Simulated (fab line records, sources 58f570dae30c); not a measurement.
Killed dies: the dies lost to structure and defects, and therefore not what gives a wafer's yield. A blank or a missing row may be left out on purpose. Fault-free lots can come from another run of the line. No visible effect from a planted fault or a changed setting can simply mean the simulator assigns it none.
What tool caused it? | flow berkeley_cmos170 | 14 lots with 42 wafers sampled at 5 steps, on a route of 331 steps

## WHAT EACH GAUGE READ, for each wafer
UCB170_PFIELD_OVL_MEAS_06.
lot  | measured    | on         | PFIELD_OVL (nm)
L719 | day 4 19:56 | overlay-02 | 7 5 7
L721 | day 4 20:29 | overlay-02 | 3 -4 6
L722 | day 5 13:43 | overlay-02 | -11 -6 -12
L726 | day 6 02:44 | overlay-01 | 0 2 -8
L728 | day 7 03:25 | overlay-01 | 6 7 10
L729 | day 7 03:42 | overlay-01 | 7 2 3
L730 | day 7 02:19 | overlay-01 | 0 6 12
L733 | day 7 11:23 | overlay-02 | -7 -3 -5
L737 | day 7 19:25 | overlay-02 | 10 9 5
L736 | day 7 19:40 | overlay-02 | -1 2 9
L738 | day 8 05:41 | overlay-02 | -3 0 -7
L740 | day 8 11:14 | overlay-02 | -5 -7 -2
L742 | day 8 14:27 | overlay-01 | -3 5 0
L741 | day 8 14:08 | overlay-02 | 8 9 4

UCB170_PFIELD_TW_MEAS_09.
lot  | measured    | on            | PFIELD_TW
L719 | day 4 20:14 | film_metro-03 | 605 602 605
L721 | day 4 20:46 | film_metro-01 | 606 602 605
L722 | day 5 14:01 | film_metro-03 | 602 602 601
L726 | day 6 03:01 | film_metro-04 | 607 605 608
L728 | day 7 03:43 | film_metro-01 | 604 607 605
L729 | day 7 03:59 | film_metro-01 | 601 600 605
L730 | day 7 02:37 | film_metro-03 | 598 599 599
L733 | day 7 11:40 | film_metro-01 | 604 605 600
L737 | day 7 19:42 | film_metro-04 | 606 609 603
L736 | day 7 19:58 | film_metro-03 | 598 600 599
L738 | day 8 05:58 | film_metro-03 | 610 603 608
L740 | day 8 11:31 | film_metro-03 | 608 604 605
L742 | day 8 14:44 | film_metro-01 | 604 605 606
L741 | day 8 14:25 | film_metro-04 | 606 602 606

## EACH LOT AND THE TOOL THAT RAN IT (in order: tool; ch and the chambers of the sampled wafers; start)
lot  | UCB170_PWELL_ETCH_14              | UCB170_PWELL_STRIP_16               | UCB170_PFIELD_STRIP_08
L719 | rie_diel-01 ch 0,2,3, day 3 04:32 | plasma_asher-03 ch 0,1, day 3 04:47 | plasma_asher-01 ch 0,1, day 4 20:08
L721 | rie_diel-03 ch 0,2, day 3 13:25   | plasma_asher-03 ch 0,1, day 3 13:40 | plasma_asher-01 ch 0,1, day 4 20:40
L722 | rie_diel-03 ch 0,2,3, day 4 03:04 | plasma_asher-03 ch 1, day 4 03:19   | plasma_asher-01 ch 0, day 5 13:55
L726 | rie_diel-01 ch 0,1, day 4 18:57   | plasma_asher-04 ch 0,1, day 4 19:14 | plasma_asher-02 ch 0,1, day 6 02:56
L728 | rie_diel-04 ch 1,3, day 5 19:37   | plasma_asher-04 ch 0,1, day 5 19:52 | plasma_asher-03 ch 0,1, day 7 03:37
L729 | rie_diel-03 ch 0,1, day 5 19:47   | plasma_asher-03 ch 0, day 5 20:02   | plasma_asher-01 ch 0, day 7 03:53
L730 | rie_diel-03 ch 2,3, day 5 20:10   | plasma_asher-04 ch 0,1, day 5 20:25 | plasma_asher-02 ch 0,1, day 7 02:30
L733 | rie_diel-01 ch 0,1,3, day 6 06:39 | plasma_asher-02 ch 0,1, day 6 06:54 | plasma_asher-01 ch 0,1, day 7 11:34
L737 | rie_diel-01 ch 0,1,3, day 6 19:21 | plasma_asher-03 ch 0,1, day 6 19:36 | plasma_asher-02 ch 0,1, day 7 19:35
L736 | rie_diel-04 ch 0,3, day 6 19:43   | plasma_asher-04 ch 0,1, day 6 19:58 | plasma_asher-02 ch 0,1, day 7 19:52
L738 | rie_diel-04 ch 0,1,2, day 7 01:26 | plasma_asher-04 ch 0,1, day 7 01:41 | plasma_asher-03 ch 0,1, day 8 05:52
L740 | rie_diel-04 ch 1,2,3, day 7 07:50 | plasma_asher-04 ch 0,1, day 7 08:05 | plasma_asher-01 ch 0,1, day 8 11:25
L742 | rie_diel-01 ch 1,2, day 7 12:29   | plasma_asher-04 ch 0,1, day 7 12:44 | plasma_asher-03 ch 0,1, day 8 14:38
L741 | rie_diel-04 ch 0,1,3, day 7 12:45 | plasma_asher-04 ch 0,1, day 7 13:00 | plasma_asher-03 ch 0,1, day 8 14:19
- UCB170_PWELL_ETCH_14: etches Si3N4 in CH3F/Ar/O2, stops on SiO2, target depth 242 nm, time 151 s.
- UCB170_PWELL_STRIP_16: strips in O2.
- UCB170_PFIELD_STRIP_08: strips in O2.

## WHAT THE TOOLS THEMSELVES READ (means of the sampled wafers that have a number; where no wafer has one, the mark that the record gives instead)
UCB170_PWELL_ETCH_14.
lot  | tool        | O2_flow_sccm (sccm) | drypump_motor_current_A (A) | oes_product_au (a.u.) | throttle_valve_pct (%)
L719 | rie_diel-01 | 6.998               | 5.5                         | 0.945                 | 8.07
L721 | rie_diel-03 | 6.998               | 5.3                         | 0.937                 | 7.93
L722 | rie_diel-03 | 7.026               | 5.4                         | 0.952                 | 7.91
L726 | rie_diel-01 | 7.016               | 5.8                         | 0.929                 | 7.90
L728 | rie_diel-04 | 7.026               | 5.2                         | 0.940                 | 8.07
L729 | rie_diel-03 | 7.000               | 5.6                         | 0.898                 | 7.91
L730 | rie_diel-03 | 7.013               | 5.5                         | 0.920                 | 7.91
L733 | rie_diel-01 | 7.007               | 5.4                         | 0.959                 | 8.01
L737 | rie_diel-01 | 6.998               | 5.4                         | 0.942                 | 8.01
L736 | rie_diel-04 | 6.986               | 5.4                         | 0.934                 | 8.13
L738 | rie_diel-04 | 7.001               | 5.6                         | 0.938                 | 8.19
L740 | rie_diel-04 | 7.007               | 5.4                         | 0.953                 | 8.14
L742 | rie_diel-01 | 7.001               | 6.0                         | 0.952                 | 7.94
L741 | rie_diel-04 | 7.000               | 5.4                         | 0.935                 | 8.13

UCB170_PWELL_STRIP_16.
lot  | tool            | drypump_motor_current_A (A) | oes_product_au (a.u.) | strip_time_to_endpoint_s (s)
L719 | plasma_asher-03 | 5.9                         | 0.720                 | 18.18
L721 | plasma_asher-03 | 5.9                         | 0.722                 | 18.02
L722 | plasma_asher-03 | 5.8                         | 0.719                 | 18.17
L726 | plasma_asher-04 | 5.7                         | 0.716                 | 18.18
L728 | plasma_asher-04 | 6.1                         | 0.720                 | 18.07
L729 | plasma_asher-03 | 5.9                         | 0.718                 | 17.74
L730 | plasma_asher-04 | 6.1                         | 0.724                 | 17.83
L733 | plasma_asher-02 | 6.3                         | 0.723                 | 18.06
L737 | plasma_asher-03 | 5.9                         | 0.722                 | 18.18
L736 | plasma_asher-04 | 5.7                         | 0.722                 | 17.97
L738 | plasma_asher-04 | 6.1                         | 0.721                 | 17.99
L740 | plasma_asher-04 | 6.1                         | 0.722                 | 18.07
L742 | plasma_asher-04 | 6.1                         | 0.717                 | 18.09
L741 | plasma_asher-04 | 6.1                         | 0.724                 | 18.05

UCB170_PFIELD_STRIP_08.
lot  | tool            | drypump_motor_current_A (A) | oes_product_au (a.u.) | strip_time_to_endpoint_s (s)
L719 | plasma_asher-01 | 6.4                         | 0.735                 | 21.58
L721 | plasma_asher-01 | 6.2                         | 0.733                 | 21.62
L722 | plasma_asher-01 | 6.0                         | 0.732                 | 21.62
L726 | plasma_asher-02 | 6.3                         | 0.733                 | 21.66
L728 | plasma_asher-03 | 5.8                         | 0.732                 | 21.56
L729 | plasma_asher-01 | 6.0                         | 0.732                 | 21.63
L730 | plasma_asher-02 | 5.7                         | 0.737                 | 21.65
L733 | plasma_asher-01 | 6.4                         | 0.737                 | 21.71
L737 | plasma_asher-02 | 6.3                         | 0.737                 | 21.64
L736 | plasma_asher-02 | 6.3                         | 0.737                 | 21.58
L738 | plasma_asher-03 | 5.9                         | 0.735                 | 21.62
L740 | plasma_asher-01 | 6.4                         | 0.735                 | 21.62
L742 | plasma_asher-03 | 5.9                         | 0.735                 | 21.66
L741 | plasma_asher-03 | 5.8                         | 0.731                 | 21.61

## THE ANSWER, worked out from the rows above alone
Rule: the lots themselves supply what counts as usual. The widest of any qualifying gaps counts: lots, ordered by their means at a reading, are off when they make up no more than a third of the lots, leave a main group of 4 or more, and stand apart from it by 3 or more times the standard deviation of that group's means. If all means in a main group match to the digits the tables above print for the reading, that group is not used. A lot without any number at a reading at which 4 lots or more have one is off too. Where the step has rows for the other lots, those lots are counted as sound. First the gauges in route order, then the tools' own readings, where a lot's mean is used as printed above. At the first step where some lot is off, the reading lying furthest off is the one used; lots without a number count as furthest.
Nothing can be told from this: no lot is off at any reading shown.

## WHAT THE SIMULATOR HAD PUT IN
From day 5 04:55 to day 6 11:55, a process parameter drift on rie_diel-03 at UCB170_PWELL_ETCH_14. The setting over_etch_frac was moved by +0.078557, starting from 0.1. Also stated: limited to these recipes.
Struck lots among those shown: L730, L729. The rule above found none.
